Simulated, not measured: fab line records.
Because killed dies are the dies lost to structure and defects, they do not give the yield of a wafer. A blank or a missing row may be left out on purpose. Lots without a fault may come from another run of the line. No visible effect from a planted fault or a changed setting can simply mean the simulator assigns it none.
fab line records -- flow rit-cmos
record: lots: 6, wafers: 18, last-day: 7
route steps=202 shown M1@184
lots that met no fault: taken from a fault-free run of the same line
start-h: the number of hours between the record's first day and the start of the first shown wafer of the lot -- wait-h: time in hours since the lot's previous step -- " the same as in the row above -- L1.1+2: one row covering several wafers at once -- - no value, or no start given -- * or withheld: withheld -- < > ~ a bound
route shown NAME@n: names a module that has steps shown in the file, with the first one's number in the route -- usual: average and standard deviation across the fault-free wafers -- same: alike in all rows -- chamber/n: place in a boat -- sites: readings site by site -- _std_site: the values' standard deviation -- _edge_site: outer sites' mean less inner sites' -- radius-mm: for every site, how far away it sits from the centre of the wafer -- mask NAME#n: copy n -- behind: the most recent tool/chamber to have shaped the wafer -- hold: cause of the lot's hold/its duration in hours/its outcome -- device: the n, p or np transistor that did not switch -- end of line: the same wafers' tests at the end of the route -- a step given without rows: its recipe and nothing more -- killed: count of dies lost to structure and defects at first sort (not the wafer's yield) -- map: the dies of a wafer, with x for killed, . for not killed, _ for no die there
set.NAME: the setting the step ran with; set.NAME@STEP: the setting that earlier step ran with -- model.NAME: the simulator's own value behind a step, which no gauge read
certain route steps with their lots: each step a table, each wafer a row
services: a tool's chamber out of use, with start hour (start-h, from the record's first day; less than 0 if before it), hours out, and reason
== steps ==
step: RIT_M1_SPUTTER_00
recipe: material: Al, target-thk-nm: 400, power-w: 2000, chamber-pressure-pa: 0.4, gas: Ar, time-s: 500, substrate-temp-c: 25
usual: throttle-valve-pct: 30.0/1.1
lot.wafer,tool,chamber,start-h,wait-h,throttle-valve-pct
L259.1,pvd-sputter-02,-,68.07,0.0,29.8
L259.3,pvd-sputter-02,-,68.07,0.0,29.1
L259.5,pvd-sputter-02,-,68.07,0.0,29.6
L267.2,pvd-sputter-02,-,105.15,0.0,29.4
L267.4,pvd-sputter-02,-,105.15,0.0,30.2
L267.5,pvd-sputter-02,-,105.15,0.0,29.1
L271.2,pvd-sputter-03,-,120.41,0.0,31.3
L271.5,pvd-sputter-03,-,120.41,0.0,29.0
L271.6,pvd-sputter-03,-,120.41,0.0,29.3
L274.2,pvd-sputter-02,-,136.50,0.0,30.1
L274.3,pvd-sputter-02,-,136.50,0.0,29.2
L274.4,pvd-sputter-02,-,136.50,0.0,32.5
L277.1,pvd-sputter-03,-,152.10,0.0,29.6
L277.4,pvd-sputter-03,-,152.10,0.0,28.8
L277.5,pvd-sputter-03,-,152.10,0.0,28.9
L280.1,pvd-sputter-02,-,163.97,0.0,29.0
L280.3,pvd-sputter-02,-,163.97,0.0,32.7
L280.4,pvd-sputter-02,-,163.97,0.0,29.7
step: RIT_M1_RS_MEAS_01
recipe: thk-meas-gauge: four-point-probe, reads: Al_of_M1_SPUTTER_00
usual: M1_AL_RS: 0.0735/0.00081
lot.wafer,tool,chamber,start-h,wait-h,M1_AL_RS[ohm/sq]
L259.1,film-metro-04,-,68.36,0.1,0.0736
L259.3,film-metro-04,-,68.36,0.1,0.0735
L259.5,film-metro-04,-,68.36,0.1,0.0738
L267.2,film-metro-02,-,105.47,0.2,0.0740
L267.4,film-metro-02,-,105.47,0.2,0.0740
L267.5,film-metro-02,-,105.47,0.2,0.0741
L271.2,film-metro-04,-,120.76,0.2,0.0729
L271.5,film-metro-04,-,120.76,0.2,0.0751
L271.6,film-metro-04,-,120.76,0.2,0.0729
L274.2,film-metro-04,-,136.81,0.2,0.0724
L274.3,film-metro-04,-,136.81,0.2,0.0725
L274.4,film-metro-04,-,136.81,0.2,0.0740
L277.1,film-metro-03,-,152.39,0.1,0.0727
L277.4,film-metro-03,-,152.39,0.1,0.0734
L277.5,film-metro-03,-,152.39,0.1,0.0742
L280.1,film-metro-03,-,164.26,0.1,0.0742
L280.3,film-metro-03,-,164.26,0.1,0.0745
L280.4,film-metro-03,-,164.26,0.1,0.0746
step: RIT_M1_THK_MEAS_02
recipe: thk-meas-gauge: xrf, reads: Al_of_M1_SPUTTER_00
usual: M1_AL_THK: 394/5
lot.wafer,tool,chamber,start-h,wait-h,M1_AL_THK[nm]
L259.1,film-metro-04,-,68.48,0.1,394
L259.3,film-metro-04,-,68.48,0.1,393
L259.5,film-metro-04,-,68.48,0.1,393
L267.2,film-metro-02,-,105.58,0.1,392
L267.4,film-metro-02,-,105.58,0.1,391
L267.5,film-metro-02,-,105.58,0.1,389
L271.2,film-metro-04,-,120.87,0.1,398
L271.5,film-metro-04,-,120.87,0.1,387
L271.6,film-metro-04,-,120.87,0.1,399
L274.2,film-metro-04,-,136.92,0.1,403
L274.3,film-metro-04,-,136.92,0.1,402
L274.4,film-metro-04,-,136.92,0.1,391
L277.1,film-metro-03,-,152.51,0.1,400
L277.4,film-metro-03,-,152.51,0.1,398
L277.5,film-metro-03,-,152.51,0.1,391
L280.1,film-metro-03,-,164.38,0.1,390
L280.3,film-metro-03,-,164.38,0.1,393
L280.4,film-metro-03,-,164.38,0.1,392
step: RIT_M1_HMDS_03
recipe: prime-time-s: 60, prime-temp-c: 140
step: RIT_M1_COAT_04
recipe: resist: NOVOLAK, spin-rpm: 2000, resist-thk-nm: 1300
step: RIT_M1_SOFTBAKE_05
recipe: resist: NOVOLAK, temp-c: 90, time-s: 60
step: RIT_M1_EXPOSE_06
recipe: mask-id: M12, na: 0.6, source-shape: conventional, sigma-outer: 0.5, target-cd-nm: 2600, dose-mj: 250
step: RIT_M1_PEB_07
recipe: resist: NOVOLAK, temp-c: withheld, time-s: withheld
step: RIT_M1_DEVELOP_08
recipe: resist: NOVOLAK, develop-time-s: 69.05, dev-temp-c: 23
step: RIT_M1_CD_MEAS_09
recipe: target-cd-nm: 2600
usual: cd-nm: 2600.4/2.2
lot.wafer,tool,chamber,start-h,wait-h,cd-nm
L259.1,cd-sem-02,-,69.78,-,2600.2
L259.3,cd-sem-02,-,69.78,-,2603.4
L259.5,cd-sem-02,-,69.78,-,2601.6
L267.2,cd-sem-02,-,106.53,-,2599.7
L267.4,cd-sem-02,-,106.53,-,2603.7
L267.5,cd-sem-02,-,106.53,-,2602.6
L271.2,cd-sem-02,-,121.82,-,2603.9
L271.5,cd-sem-02,-,121.82,-,2604.8
L271.6,cd-sem-02,-,121.82,-,2601.9
L274.2,cd-sem-01,-,137.99,-,2599.7
L274.3,cd-sem-01,-,137.99,-,2600.3
L274.4,cd-sem-01,-,137.99,-,2598.1
L277.1,cd-sem-01,-,153.45,-,2599.4
L277.4,cd-sem-01,-,153.45,-,2599.9
L277.5,cd-sem-01,-,153.45,-,2598.1
L280.1,cd-sem-01,-,165.45,-,2598.5
L280.3,cd-sem-01,-,165.45,-,2597.0
L280.4,cd-sem-01,-,165.45,-,2595.6
step: RIT_M1_OVL_MEAS_10
usual: M1_OVL: 0.6/1.3
lot.wafer,tool,chamber,start-h,wait-h,M1_OVL[nm]
L259.1,overlay-01,-,69.90,0.1,1.4
L259.3,overlay-01,-,69.90,0.1,2.3
L259.5,overlay-01,-,69.90,0.1,1.1
L267.2,overlay-01,-,106.63,0.1,-1.2
L267.4,overlay-01,-,106.63,0.1,-3.0
L267.5,overlay-01,-,106.63,0.1,-2.3
L271.2,overlay-02,-,121.93,0.1,0.0
L271.5,overlay-02,-,121.93,0.1,1.0
L271.6,overlay-02,-,121.93,0.1,-1.9
L274.2,overlay-02,-,138.10,0.1,0.4
L274.3,overlay-02,-,138.10,0.1,1.2
L274.4,overlay-02,-,138.10,0.1,-0.9
L277.1,overlay-02,-,153.57,0.1,0.8
L277.4,overlay-02,-,153.57,0.1,0.5
L277.5,overlay-02,-,153.57,0.1,0.4
L280.1,overlay-02,-,165.57,0.1,1.1
L280.3,overlay-02,-,165.57,0.1,1.4
L280.4,overlay-02,-,165.57,0.1,1.5
step: RIT_M1_HARDBAKE_11
recipe: resist: NOVOLAK, temp-c: 140, time-s: 120
step: RIT_M1_METAL_ETCH_12
recipe: stop-on: SiO2, chemistry: Cl2/BCl3, target: Al, time-s: 165, over-etch-frac: 0.5, pressure-mtorr: 100, target-depth-a: 6000, rf-w: 250, Cl2_flow_sccm: 60, bcl3-flow-sccm: 50
usual: chamber-pressure-mTorr: 99.99/0.11, drypump-motor-current-A: 5.9/0.36, oes-product-au: 0.781/0.02, throttle-valve-pct: 8.22/0.052
lot.wafer,tool,chamber,start-h,wait-h,chamber-pressure-mTorr,drypump-motor-current-A,oes-product-au,rf-hours-counter-h,throttle-valve-pct,model.NOVOLAK_of_M1_COAT_04.thk-nm
L259.1,rie-metal-03,1,70.29,0.2,100.12,6.0,0.804,1,8.22,810.7
L259.3,rie-metal-03,1,70.29,0.2,99.99,6.0,0.805,-,8.21,808.6
L259.5,rie-metal-03,1,70.29,0.2,99.99,6.0,0.815,-,8.20,809.5
L267.2,rie-metal-03,1,106.91,0.2,99.92,6.0,0.799,1,8.20,799.1
L267.4,rie-metal-03,1,106.91,0.2,100.08,6.0,0.805,-,8.22,799.8
L267.5,rie-metal-03,0,106.91,0.2,100.00,5.4,0.792,-,8.14,794
L271.2,rie-metal-03,1,122.21,0.2,149.88,6.0,0.803,1,8.21,792
L271.5,rie-metal-03,0,122.21,0.2,100.13,5.3,0.790,-,8.13,807.8
L271.6,rie-metal-03,1,122.21,0.2,150.09,6.0,0.807,-,8.22,794
L274.2,rie-metal-03,1,138.43,0.2,150.08,6.0,0.817,1,8.21,786.1
L274.3,rie-metal-03,1,138.43,0.2,149.98,6.0,0.800,-,8.21,782.6
L274.4,rie-metal-03,0,138.43,0.2,100.05,5.4,0.792,-,8.14,798.9
L277.1,rie-metal-02,0,153.86,0.2,99.90,6.4,0.784,3,8.28,811
L277.4,rie-metal-02,1,153.86,0.2,99.94,6.0,0.757,-,8.22,814.5
L277.5,rie-metal-02,0,153.86,0.2,99.88,6.4,0.769,-,8.29,810.2
L280.1,rie-metal-02,0,165.85,0.2,100.04,6.4,0.782,4,8.28,807
L280.3,rie-metal-02,1,165.85,0.2,99.96,6.0,0.744,-,8.21,813.6
L280.4,rie-metal-02,0,165.85,0.2,99.77,6.4,0.764,-,8.29,807.2
step: RIT_M1_STRIP_13
recipe: chemistry: nmp, resist: NOVOLAK, temp-c: 80, time-s: 600, dry: n2-spin
step: RIT_M1_PROBE_99
usual: defect-limited-yield: 97.5/1.1, killed-at-front-end: 6.6/2.8, killed-dies: 6.6/2.8, killed-open: 3.3/2, killed-short: 3.2/1.7, sort_bin_3_pad_short: 0.1/0.18, sort_bin_5_function: 1.4/0.84, sort_bin_6_memory: 1.0/0.64, sort-n-pass: 257.4/2.8, sort-yield-pct: 97.5/1.1
same: gross-dies: 264, killed_at_M0_to_M3: 0, killed_at_M4_up: 0, killed-at-back-side: 0, killed-at-contacts: 0, killed-at-other: 0
lot.wafer,tool,chamber,start-h,wait-h,defect-limited-yield[%],killed-at-front-end,killed-dies,killed-open,killed-short,sort_bin_3_pad_short[%],sort_bin_5_function[%],sort_bin_6_memory[%],sort-n-pass,sort-yield-pct[%],model.etest.contact-to-gate.bv-left-v,model.etest.contact-to-gate.bv-right-v
L259.1,prober-02,-,72.54,0.1,98.1,5,5,1,4,0.4,0.8,0.8,259.0,98.1,89.26,93.14
L259.3,prober-02,-,72.64,0.2,95.8,11,11,5,6,0.4,2.7,1.1,253.0,95.8,87.65,89.81
L259.5,prober-02,-,72.74,0.2,98.5,4,4,3,1,0.4,0.8,0.4,260.0,98.5,86.58,93.46
L267.2,prober-01,-,109.23,0.1,98.1,5,5,1,4,0,0.8,1.1,259.0,98.1,89.84,90.1
L267.4,prober-01,-,109.33,0.2,98.1,5,5,1,4,0.4,1.1,0.4,259.0,98.1,92.37,91.81
L267.5,prober-01,-,109.38,0.2,98.5,4,4,2,2,0.4,0.4,0.8,260.0,98.5,89.66,92.44
L271.2,prober-02,-,124.69,0.1,97.0,8,8,3,5,0,1.9,1.1,256.0,97.0,97.56,97.02
L271.5,prober-02,-,124.84,0.2,95.8,11,11,8,3,0,3.8,0.4,253.0,95.8,99.81,96.75
L271.6,prober-02,-,124.89,0.2,99.2,2,2,1,1,0.4,0.4,0,262.0,99.2,98.56,97.78
L274.2,prober-01,-,140.75,0.1,98.9,3,3,1,2,0,0.8,0.4,261.0,98.9,96.93,98.15
L274.3,prober-01,-,140.80,0.2,98.1,5,5,3,2,0,0.8,1.1,259.0,98.1,98.48,96.82
L274.4,prober-01,-,140.85,0.2,98.5,4,4,2,1,0,0.8,0.8,260.0,98.5,97.48,96.3
L277.1,prober-02,-,156.11,0.1,97.0,8,8,4,4,0,1.1,1.9,256.0,97.0,88.83,88.79
L277.4,prober-02,-,156.26,0.2,95.8,11,11,8,3,0,1.9,2.3,253.0,95.8,89.78,87.35
L277.5,prober-02,-,156.31,0.2,97.0,8,8,4,4,0.4,0.8,1.9,256.0,97.0,91.01,88.46
L280.1,prober-01,-,168.12,0.1,96.6,9,9,5,4,0,2.7,0.8,255.0,96.6,89.35,87.68
L280.3,prober-01,-,168.22,0.2,99.6,1,1,1,0,0,0,0.4,263.0,99.6,85.83,92.68
L280.4,prober-01,-,168.27,0.2,98.9,3,3,3,0,0,0.8,0.4,261.0,98.9,87.68,88.02
killed by level:class
L259.1 SILICIDE:geometric-particle:short=2 FOX1:geometric-particle:short=1 GATE:geometric-particle:open=1 GATE:geometric-particle:short=1
L259.3 SPACER:geometric-particle:short=3 FOX1:geometric-particle:open=2 SILICIDE:geometric-particle:short=2 GATE:geometric-particle:short=1 GATE:geometric-particle:open=1 SPACER:geometric-particle:open=1 SILICIDE:geometric-particle:open=1
L259.5 REOX:geometric-particle:open=2 REOX:geometric-particle:short=1 SILICIDE:geometric-particle:open=1
L267.2 FOX2:geometric-particle:short=2 GATE:geometric-particle:short=1 GATE:geometric-particle:open=1 SPACER:geometric-particle:short=1
L267.4 SPACER:geometric-particle:short=2 FOX1:geometric-particle:short=1 GATE:geometric-particle:open=1 REOX:geometric-particle:short=1
L267.5 FOX2:geometric-particle:open=1 GATE:geometric-particle:open=1 REOX:geometric-particle:short=1 SILICIDE:geometric-particle:short=1
L271.2 GATE:geometric-particle:open=2 FOX1:geometric-particle:short=1 FOX2:geometric-particle:short=1 GATE:geometric-particle:short=1 REOX:geometric-particle:open=1 SPACER:geometric-particle:short=1 SILICIDE:geometric-particle:short=1
L271.5 GATE:geometric-particle:open=3 REOX:geometric-particle:open=3 SILICIDE:geometric-particle:short=2 FOX1:geometric-particle:open=1 GATE:geometric-particle:short=1 SILICIDE:geometric-particle:open=1
L271.6 GATE:geometric-particle:open=1 REOX:geometric-particle:short=1
L274.2 SILICIDE:geometric-particle:short=2 GATE:geometric-particle:open=1
L274.3 GATE:geometric-particle:short=2 REOX:geometric-particle:open=2 GATE:geometric-particle:open=1
L274.4 GATE:geometric-particle:open=1 GATE:geometric-particle:short=1 SPACER:geometric-particle:open=1 NWELL:coat-microbubble-printed=1
L277.1 SILICIDE:geometric-particle:open=2 FOX1:geometric-particle:open=1 FOX2:geometric-particle:short=1 GATE:geometric-particle:short=1 REOX:geometric-particle:short=1 SPACER:geometric-particle:open=1 SILICIDE:geometric-particle:short=1
L277.4 FOX1:geometric-particle:open=2 GATE:geometric-particle:open=2 GATE:geometric-particle:short=2 SPACER:geometric-particle:open=2 REOX:geometric-particle:open=1 SILICIDE:geometric-particle:short=1 SILICIDE:geometric-particle:open=1
L277.5 FOX2:geometric-particle:open=2 SILICIDE:geometric-particle:short=2 GATE:geometric-particle:short=1 REOX:geometric-particle:open=1 SPACER:geometric-particle:short=1 SPACER:geometric-particle:open=1
L280.1 FOX2:geometric-particle:short=2 FOX2:geometric-particle:open=2 GATE:geometric-particle:open=2 GATE:geometric-particle:short=1 REOX:geometric-particle:open=1 SPACER:geometric-particle:short=1
L280.3 GATE:geometric-particle:open=1
L280.4 GATE:geometric-particle:open=2 SPACER:geometric-particle:open=1
== services ==
tool,chamber,start-h,hours,kind
rie-metal-03,1,89.01,12.3,repair
== key ==
first-sign: step: RIT_M1_METAL_ETCH_12, reading: chamber-pressure-mTorr, direction: up, sigmas: 99+, usual: 99.99, struck: 150.01
effect none on later readings
model-effect: step: RIT_M1_METAL_ETCH_12, value: NOVOLAK_of_M1_COAT_04.thk-nm, without: 809.9, struck: 788.7
model-effect: step: RIT_M1_PROBE_99, value: etest.contact-to-gate.bv-left-v, without: 91.04, struck: 97.88
met-at RIT_M1_METAL_ETCH_12
struck-wafers L271.2,L271.6,L274.2,L274.3
onset-between 106.91 122.21
fault: kind: process-parameter-drift, tool: rie-metal-03, chamber: 1, onset-h: 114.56, steps: RIT_M1_METAL_ETCH_12, channel: pressure-mtorr, offset: 50, shape: step, end-h: 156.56, stated: 100
